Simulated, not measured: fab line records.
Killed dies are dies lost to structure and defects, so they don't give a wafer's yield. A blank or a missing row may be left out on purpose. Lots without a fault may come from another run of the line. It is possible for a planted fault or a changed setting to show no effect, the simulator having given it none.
Split-lot study ; flow berkeley_cmos170 ; 23 wafers read from 5 lots, route of 331 steps

THE SPLIT
At UCB170_V1_CMP_02 (polishes SiO2), the setting leave_above_ref_nm was moved away from the recipe's 1000 nm on 11 of the 23 wafers read, by -3.7% to +5.4%. All remaining wafers had this setting at the recipe value.

FROM THE SPLIT TO THE READING: what the file shows between them, 2 steps
- UCB170_V1_THK_MEAS_04
- UCB170_V1_COAT_07: resist thk 900 nm (also split here: resist_thk_nm)

THE READING
oes_product_au, in a.u., at UCB170_V1_ETCH_14 (etches SiO2 in CHF3/CF4/Ar, stops on Al, target depth 1250 nm, time 291 s). Typical for fault-free wafers on this fab line: 0.862 a.u., with standard deviation 0.011 a.u.

wafer;tool, chamber at the split;leave_above_ref_nm as run, nm;against the recipe;oes_product_au, a.u.;against lot-mates on the recipe
L077.2;cmp-02, 1;1000;recipe;0.861;-
L077.3;cmp-02, 3;1000;recipe;0.864;-
L077.5;cmp-02, 3;1000;recipe;0.873;-
L081.1;cmp-02, 2;962.6;-3.7%;0.845;-0.024
L081.2;cmp-02, 1;1000;recipe;0.877;-
L081.4;cmp-02, 0;962.6;-3.7%;0.837;-0.032
L081.5;cmp-02, 0;1000;recipe;0.860;-
L081.6;cmp-02, 1;962.6;-3.7%;0.844;-0.025
L083.1;cmp-01, 1,3;1040;+4.0%;0.898;+0.037
L083.2;cmp-01, 0,1;1000;recipe;0.859;-
L083.3;cmp-01, 1,3;1040;+4.0%;0.883;+0.022
L083.4;cmp-01, 2;1040;+4.0%;0.901;+0.040
L083.5;cmp-01, 0,1;1000;recipe;0.864;-
L084.1;cmp-02, 0;1000;recipe;0.849;-
L084.3;cmp-02, 1;1000;recipe;0.840;-
L084.4;cmp-02, 2,3;965.3;-3.5%;0.827;-0.018
L084.5;cmp-02, 0;965.3;-3.5%;0.838;-0.007
L084.6;cmp-02, 2,3;965.3;-3.5%;0.840;-0.005
L082.1;cmp-01, 0;1000;recipe;0.869;-
L082.2;cmp-01, 3;1000;recipe;0.859;-
L082.3;cmp-01, 1;1054;+5.4%;0.893;+0.026
L082.4;cmp-01, 2;1054;+5.4%;0.902;+0.035
L082.5;cmp-01, 0;1000;recipe;0.874;-
When a row names more than one chamber, that row covers several wafers, and the file does not tell which wafer ran in which chamber.

THE FIT
A straight line over all 23 wafers: oes_product_au changes by +0.0069 a.u. for each +1% of leave_above_ref_nm; r = +0.91; the points scatter about the line by 0.0091 a.u.
The same after taking each lot's own level away (the mean of its wafers on the recipe; 23 wafers): +0.00602 a.u. for each +1%; r = +0.91; scatter 0.008 a.u.
Per that fit: largest leave_above_ref_nm move, reading shift of 0.033 a.u.
The lots' own levels span 0.8445 to 0.8685 a.u., that is 2.2 times the standard deviation above.
So the lot-to-lot level changes the slope: the two fits differ.
Check: with one of the wafers moved furthest among these (+5.4%) left out of the fit, the line predicts +0.0365 a.u. for it against its lot-mates. Against them it came out at +0.0257 a.u.

THE OTHER SPLITS THESE WAFERS WENT THROUGH
These wafers also went through other splits before the reading. Each is held against what the fit with the lots' levels taken away leaves over:
other split on the same wafers;wafers away from the commonest value;r with oes_product_au (lot level and that fit taken away)
UCB170_NLDD_IMPLANT_09 dose_cm2;5;+0.11
UCB170_NSD_PEB_04 peb_temp_c;7;+0.30
UCB170_BACKSIDE_STRIP_03 power_w;9;+0.39
UCB170_CONTACT_COAT_04 spin_rpm;8;-0.14
UCB170_M1_EXPOSE_06 dose_mj;8;-0.25
UCB170_V1_COAT_07 resist_thk_nm;6;+0.00

THE WHOLE CHAIN: every reading that the file lists as answering this split, in the file's order
step;what it does;reading;change (the file's fit);r (the file's)
UCB170_V1_CMP_02;polishes SiO2;SiO2_of_V1_CVD_00.thk_nm (the simulator's own value, which no gauge read);+9.99 nm for each +1% of the setting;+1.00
UCB170_V1_THK_MEAS_04;;V1_POLISHED_THK;+9.99 for each +1% of the setting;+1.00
UCB170_V1_ETCH_14;etches SiO2 in CHF3/CF4/Ar, stops on Al, target depth 1250 nm, time 291 s;oes_product_au;+0.00598 a.u. for each +1% of the setting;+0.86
UCB170_V1_ETCH_14;etches SiO2 in CHF3/CF4/Ar, stops on Al, target depth 1250 nm, time 291 s;V1.feature_depth_nm (the simulator's own value, which no gauge read);+10 nm for each +1% of the setting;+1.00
UCB170_V1_ETCH_14;etches SiO2 in CHF3/CF4/Ar, stops on Al, target depth 1250 nm, time 291 s;etch.depth_nm (the simulator's own value, which no gauge read);+9.99 nm for each +1% of the setting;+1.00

FILE'S OWN FIT
oes_product_au changes by +0.00598 a.u. for each +1% of leave_above_ref_nm, r = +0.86.
